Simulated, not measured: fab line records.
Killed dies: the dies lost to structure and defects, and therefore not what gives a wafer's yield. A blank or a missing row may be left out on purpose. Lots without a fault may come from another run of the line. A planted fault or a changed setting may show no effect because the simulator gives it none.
Split-lot experiment + flow ritCmos + route with 202 steps; 5 lots, 23 wafers read

THE SPLIT ITSELF
At RIT_CONTACT_CVD_00 (deposits SiO2 from TEOS, target thk 400 nm, time 61 s), the setting timeS was moved away from the recipe's 61 s on 7 of the 23 wafers read, by -12.8% to +7.2%. For the rest of the wafers, this setting stayed at what the recipe calls for.

Between the split and the reading, the file records no step.

THE READING
CONTACT_TEOS_THK (nm), taken at RIT_CONTACT_THK_MEAS_01. On this fab line, fault-free wafers typically give 397 nm with a standard deviation of 5.7 nm.

| wafer  | tool, chamber at the split | timeS as run, s | against the recipe | CONTACT_TEOS_THK, nm | against lot-mates on the recipe |
|--------|----------------------------|-----------------|--------------------|----------------------|---------------------------------|
| L074.1 | pecvd-01, 0                | 61              | recipe             | 391                  | -                               |
| L074.2 | pecvd-01, 2                | 65.29           | +7.0%              | 416                  | +20                             |
| L074.3 | pecvd-01, 1                | 61              | recipe             | 399                  | -                               |
| L074.5 | pecvd-01, 1                | 65.29           | +7.0%              | 428                  | +32                             |
| L074.6 | pecvd-01, 0                | 61              | recipe             | 397                  | -                               |
| L075.2 | pecvd-04, 2                | 61              | recipe             | 397                  | -                               |
| L075.3 | pecvd-04, 1                | 61              | recipe             | 390                  | -                               |
| L075.4 | pecvd-04, 1,0              | 53.19           | -12.8%             | 344                  | -53                             |
| L075.5 | pecvd-04, 1,0              | 53.19           | -12.8%             | 355                  | -42                             |
| L075.6 | pecvd-04, 2                | 61              | recipe             | 405                  | -                               |
| L076.1 | pecvd-02, 1                | 61              | recipe             | 398                  | -                               |
| L076.2 | pecvd-02, 2                | 65.42           | +7.2%              | 427                  | +26                             |
| L076.4 | pecvd-02, 2                | 65.42           | +7.2%              | 430                  | +29                             |
| L076.5 | pecvd-02, 0                | 65.42           | +7.2%              | 425                  | +24                             |
| L076.6 | pecvd-02, 1                | 61              | recipe             | 404                  | -                               |
| L078.1 | pecvd-04, 0                | 61              | recipe             | 388                  | -                               |
| L078.4 | pecvd-04, 0                | 61              | recipe             | 401                  | -                               |
| L078.5 | pecvd-04, 2                | 61              | recipe             | 396                  | -                               |
| L084.1 | pecvd-04, 0                | 61              | recipe             | 401                  | -                               |
| L084.2 | pecvd-04, 2                | 61              | recipe             | 397                  | -                               |
| L084.4 | pecvd-04, 0                | 61              | recipe             | 399                  | -                               |
| L084.5 | pecvd-04, 1                | 61              | recipe             | 392                  | -                               |
| L084.6 | pecvd-04, 2                | 61              | recipe             | 402                  | -                               |
When a row names more than one chamber, that row covers several wafers, and the file does not tell which wafer ran in which chamber.

FIT RESULTS
A straight line over all 23 wafers: CONTACT_TEOS_THK changes by +3.8 nm for each +1% of timeS; r = +0.97; the points scatter about the line by 5.1 nm.
The same after taking each lot's own level away (the mean of its wafers on the recipe; 23 wafers): +3.71 nm for each +1%; r = +0.97; scatter 4.7 nm.
That fit puts the effect of the largest move of timeS on the reading at 48 nm.
From 395.0 to 401.0 nm: that is the span of the lots' own levels, equal to 1.1 times the standard deviation above.
The two slopes are in agreement: the lot-to-lot level therefore moves the slope only a little.
Check: with one of the wafers moved furthest among these (-12.8%) left out of the fit, the line predicts -44.6 nm for it against its lot-mates. It came out at -53.3 nm against them.

THESE WAFERS: OTHER SPLITS
Before the reading, these wafers also passed through other splits. Each is held against what the fit with the lots' levels taken away leaves over:
| other split on the same wafers | wafers away from the commonest value | r with CONTACT_TEOS_THK (lot level and that fit taken away) |
|--------------------------------|--------------------------------------|-------------------------------------------------------------|
| RIT_NSD_COAT_01 spinRpm        | 5                                    | -0.23                                                       |
| RIT_PSD_IMPLANT_08 energyKev   | 10                                   | -0.22                                                       |
| RIT_SILICIDE_SPUTTER_01 powerW | 11                                   | +0.00                                                       |

THE WHOLE CHAIN: every reading that the file lists as answering this split, in the file's order
| step                    | what it does                                                                | reading                                                                       | change (the file's fit)              | r (the file's) |
|-------------------------|-----------------------------------------------------------------------------|-------------------------------------------------------------------------------|--------------------------------------|----------------|
| RIT_CONTACT_CVD_00      | deposits SiO2 from TEOS, target thk 400 nm, time 61 s                       | SiO2_of_CONTACT_CVD_00.thkNm (the simulator's own value, which no gauge read) | +3.88 nm for each +1% of the setting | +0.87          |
| RIT_CONTACT_THK_MEAS_01 |                                                                             | CONTACT_TEOS_THK                                                              | +3.72 for each +1% of the setting    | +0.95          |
| RIT_CONTACT_ETCH_11     | etches SiO2 in CHF3/CF4/Ar, stops on TiSi2, target depth 480 nm, time 320 s | etch.depthNm (the simulator's own value, which no gauge read)                 | +3.88 nm for each +1% of the setting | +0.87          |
| RIT_CONTACT_ETCH_11     | etches SiO2 in CHF3/CF4/Ar, stops on TiSi2, target depth 480 nm, time 320 s | CONTACT.featureDepthNm (the simulator's own value, which no gauge read)       | +3.74 nm for each +1% of the setting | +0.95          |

THE FILE'S OWN FIT
CONTACT_TEOS_THK changes by +3.72 nm for each +1% of timeS, r = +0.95.
